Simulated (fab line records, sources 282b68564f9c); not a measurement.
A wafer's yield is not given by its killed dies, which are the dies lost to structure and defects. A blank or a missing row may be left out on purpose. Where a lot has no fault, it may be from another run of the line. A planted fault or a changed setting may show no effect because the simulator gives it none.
Split-lot trial || flow ritCmos || on a route of 202 steps: 5 lots, 23 wafers read

== THE SPLIT ITSELF ==
At RIT_NLDD_IMPLANT_08, the setting doseCm2 was moved away from the recipe's 5e+14 on 5 of the 23 wafers read, by -6.6% to +4.7%. The other wafers ran this setting at the recipe's value.

== FROM THE SPLIT TO THE READING: what the file shows between them, 6 steps ==
- RIT_NLDD_STRIP_09: strips in O2, time 180 s
- RIT_NLDD_TW_MEAS_10
- RIT_NSD_IMPLANT_08 (also split here: energyKev)
- RIT_SDANNEAL_RTA_03: time 5 s (also split here: timeS)
- RIT_SDANNEAL_RS_MEAS_04: measures by four-point-probe
- RIT_SDANNEAL_RS_MEAS_06: measures by four-point-probe

== THE READING ==
NLDD_RS (ohm/sq), read at RIT_SDANNEAL_RS_MEAS_07 with a four-point probe. A value of 151.6 ohm/sq with a standard deviation of 0.58 ohm/sq is what fault-free wafers of this fab line usually give.

{"wafer": "L075.1", "tool, chamber at the split": "implanter-02, 0", "doseCm2 as run": 5e+14, "against the recipe": "recipe", "NLDD_RS, ohm/sq": 151.7, "against lot-mates on the recipe": "-"}
{"wafer": "L075.3", "tool, chamber at the split": "implanter-02, 0", "doseCm2 as run": 5.233e+14, "against the recipe": "+4.7%", "NLDD_RS, ohm/sq": 146.6, "against lot-mates on the recipe": -5.2}
{"wafer": "L075.4", "tool, chamber at the split": "implanter-02, 0", "doseCm2 as run": 5e+14, "against the recipe": "recipe", "NLDD_RS, ohm/sq": 151.8, "against lot-mates on the recipe": "-"}
{"wafer": "L075.5", "tool, chamber at the split": "implanter-02, 0", "doseCm2 as run": 5.233e+14, "against the recipe": "+4.7%", "NLDD_RS, ohm/sq": 146.1, "against lot-mates on the recipe": -5.7}
{"wafer": "L075.6", "tool, chamber at the split": "implanter-02, 0", "doseCm2 as run": 5.233e+14, "against the recipe": "+4.7%", "NLDD_RS, ohm/sq": 146.4, "against lot-mates on the recipe": -5.3}
{"wafer": "L079.1", "tool, chamber at the split": "implanter-01, 0", "doseCm2 as run": 5e+14, "against the recipe": "recipe", "NLDD_RS, ohm/sq": 151.7, "against lot-mates on the recipe": "-"}
{"wafer": "L079.2", "tool, chamber at the split": "implanter-01, 0", "doseCm2 as run": 5e+14, "against the recipe": "recipe", "NLDD_RS, ohm/sq": 151.1, "against lot-mates on the recipe": "-"}
{"wafer": "L079.3", "tool, chamber at the split": "implanter-01, 0", "doseCm2 as run": 5e+14, "against the recipe": "recipe", "NLDD_RS, ohm/sq": 151.1, "against lot-mates on the recipe": "-"}
{"wafer": "L079.4", "tool, chamber at the split": "implanter-01, 0", "doseCm2 as run": 5e+14, "against the recipe": "recipe", "NLDD_RS, ohm/sq": 151.3, "against lot-mates on the recipe": "-"}
{"wafer": "L079.5", "tool, chamber at the split": "implanter-01, 0", "doseCm2 as run": 5e+14, "against the recipe": "recipe", "NLDD_RS, ohm/sq": 152.1, "against lot-mates on the recipe": "-"}
{"wafer": "L080.2", "tool, chamber at the split": "implanter-02, 0", "doseCm2 as run": 5e+14, "against the recipe": "recipe", "NLDD_RS, ohm/sq": 150.3, "against lot-mates on the recipe": "-"}
{"wafer": "L080.3", "tool, chamber at the split": "implanter-02, 0", "doseCm2 as run": 5e+14, "against the recipe": "recipe", "NLDD_RS, ohm/sq": 150.2, "against lot-mates on the recipe": "-"}
{"wafer": "L080.4", "tool, chamber at the split": "implanter-02, 0", "doseCm2 as run": 5e+14, "against the recipe": "recipe", "NLDD_RS, ohm/sq": 150.6, "against lot-mates on the recipe": "-"}
{"wafer": "L080.5", "tool, chamber at the split": "implanter-02, 0", "doseCm2 as run": 5e+14, "against the recipe": "recipe", "NLDD_RS, ohm/sq": 151.1, "against lot-mates on the recipe": "-"}
{"wafer": "L080.6", "tool, chamber at the split": "implanter-02, 0", "doseCm2 as run": 5e+14, "against the recipe": "recipe", "NLDD_RS, ohm/sq": 151.2, "against lot-mates on the recipe": "-"}
{"wafer": "L083.1", "tool, chamber at the split": "implanter-01, 0", "doseCm2 as run": 5e+14, "against the recipe": "recipe", "NLDD_RS, ohm/sq": 151.6, "against lot-mates on the recipe": "-"}
{"wafer": "L083.2", "tool, chamber at the split": "implanter-01, 0", "doseCm2 as run": 5e+14, "against the recipe": "recipe", "NLDD_RS, ohm/sq": 151.7, "against lot-mates on the recipe": "-"}
{"wafer": "L083.6", "tool, chamber at the split": "implanter-01, 0", "doseCm2 as run": 5e+14, "against the recipe": "recipe", "NLDD_RS, ohm/sq": 151.8, "against lot-mates on the recipe": "-"}
{"wafer": "L085.1", "tool, chamber at the split": "implanter-03, 0", "doseCm2 as run": 5e+14, "against the recipe": "recipe", "NLDD_RS, ohm/sq": 152.1, "against lot-mates on the recipe": "-"}
{"wafer": "L085.2", "tool, chamber at the split": "implanter-03, 0", "doseCm2 as run": 5e+14, "against the recipe": "recipe", "NLDD_RS, ohm/sq": 152.3, "against lot-mates on the recipe": "-"}
{"wafer": "L085.3", "tool, chamber at the split": "implanter-03, 0", "doseCm2 as run": 5e+14, "against the recipe": "recipe", "NLDD_RS, ohm/sq": 152.2, "against lot-mates on the recipe": "-"}
{"wafer": "L085.5", "tool, chamber at the split": "implanter-03, 0", "doseCm2 as run": 4.671e+14, "against the recipe": "-6.6%", "NLDD_RS, ohm/sq": 160.7, "against lot-mates on the recipe": "+8.5"}
{"wafer": "L085.6", "tool, chamber at the split": "implanter-03, 0", "doseCm2 as run": 4.671e+14, "against the recipe": "-6.6%", "NLDD_RS, ohm/sq": 161.0, "against lot-mates on the recipe": "+8.8"}

THE FIT
A straight line over all 23 wafers: NLDD_RS changes by -1.28 ohm/sq for each +1% of doseCm2; r = -0.98; the points scatter about the line by 0.7 ohm/sq.
The same after taking each lot's own level away (the mean of its wafers on the recipe; 23 wafers): -1.25 ohm/sq for each +1%; r = -0.99; scatter 0.35 ohm/sq.
The reading moves by 8.2 ohm/sq for the largest change in doseCm2, on that fit.
Across the lots, their own levels run from 150.68 to 152.20 ohm/sq, a range of 2.6 times the standard deviation given above.
The two slopes are in agreement: the lot-to-lot level therefore moves the slope only a little.
Check: for one of the wafers moved furthest among these (-6.6%), held out of the fit, the line's prediction against its lot-mates is +8.2 ohm/sq. It came out at +8.5 ohm/sq against them.

== OTHER SPLITS ON THESE WAFERS ==
Note: prior to the reading, these wafers also went through further splits. Each is held against what the fit with the lots' levels taken away leaves over:
{"other split on the same wafers": "RIT_NSD_IMPLANT_08 energyKev", "wafers away from the commonest value": 7, "r with NLDD_RS (lot level and that fit taken away)": -0.06}
{"other split on the same wafers": "RIT_SDANNEAL_RTA_03 timeS", "wafers away from the commonest value": 11, "r with NLDD_RS (lot level and that fit taken away)": -0.20}

== THE WHOLE CHAIN: every reading that the file lists as answering this split, in the file's order ==
{"step": "RIT_NLDD_TW_MEAS_10", "what it does": "", "reading": "NLDD_TW", "change (the file's fit)": "+6.81 for each +1% of the setting", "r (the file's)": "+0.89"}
{"step": "RIT_SDANNEAL_RS_MEAS_07", "what it does": "measures by four-point-probe", "reading": "NLDD_RS", "change (the file's fit)": "-1.26 for each +1% of the setting", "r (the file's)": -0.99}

== THE FILE'S OWN FIT ==
NLDD_RS changes by -1.26 ohm/sq for each +1% of doseCm2, r = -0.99.
